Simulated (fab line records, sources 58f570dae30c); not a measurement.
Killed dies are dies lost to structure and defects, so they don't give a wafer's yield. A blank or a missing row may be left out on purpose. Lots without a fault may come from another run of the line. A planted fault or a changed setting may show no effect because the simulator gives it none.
Which tool did it? | flow berkeley_cmos170 | 6 lots, 18 wafers sampled, at 2 steps of a route of 331

WHAT THE GAUGES READ, wafer by wafer
UCB170_GATE_CD_MEAS_12: target cd 350 nm.
lot  | measured     | on        | cd_nm (nm)
L891 | day 7 09:22  | cd_sem-02 | 348.9 349.4 348.7
L899 | day 8 17:42  | cd_sem-02 | 279.5 278.7 280.0
L901 | day 10 01:15 | cd_sem-01 | 350.3 350.7 349.4
L905 | day 10 15:10 | cd_sem-01 | 348.6 351.1 350.4
L908 | day 11 06:01 | cd_sem-02 | 350.0 349.4 349.4
L910 | day 11 08:56 | cd_sem-02 | 349.5 348.7 349.7

WHICH TOOL RAN EACH LOT (tool, then ch and the chambers of the sampled wafers, then the start)
lot  | UCB170_GATE_EXPOSE_09
L891 | krf_scanner-01 ch 0, day 7 08:36
L899 | krf_scanner-01 ch 0, day 8 17:06
L901 | krf_scanner-01 ch 0, day 10 00:27
L905 | krf_scanner-02 ch 0, day 10 14:33
L908 | krf_scanner-01 ch 0, day 11 05:37
L910 | krf_scanner-01 ch 0, day 11 08:28
- UCB170_GATE_EXPOSE_09: exposes mask POLY, target cd 350 nm.

THE ANSWER, worked out from the rows above alone
Rule: what is usual is taken from the lots themselves. Put in order of their means at a reading, lots are off if they are a third of the lots or fewer, leave a main group of 4 or more, and stand apart from it by a gap of 3 or more times the standard deviation of the main group's means; of several such gaps the widest counts. A main group whose means are all the same, to the digits that the tables above print for the reading, isn't used. A lot without any number at a reading at which 4 lots or more have one is off too. The other lots that the step has rows for count as sound.
Off: L899, at UCB170_GATE_CD_MEAS_12 (cd_nm). The main group: mean 349.6 nm, standard deviation 0.43.
A tool fits if, at a process step before that reading, it ran every lot that is off, and no sound lot after the first of them. The gauges at UCB170_GATE_CD_MEAS_12 are tried like those tools. None of those tried fits.

WHAT THE SIMULATOR HAD PUT IN
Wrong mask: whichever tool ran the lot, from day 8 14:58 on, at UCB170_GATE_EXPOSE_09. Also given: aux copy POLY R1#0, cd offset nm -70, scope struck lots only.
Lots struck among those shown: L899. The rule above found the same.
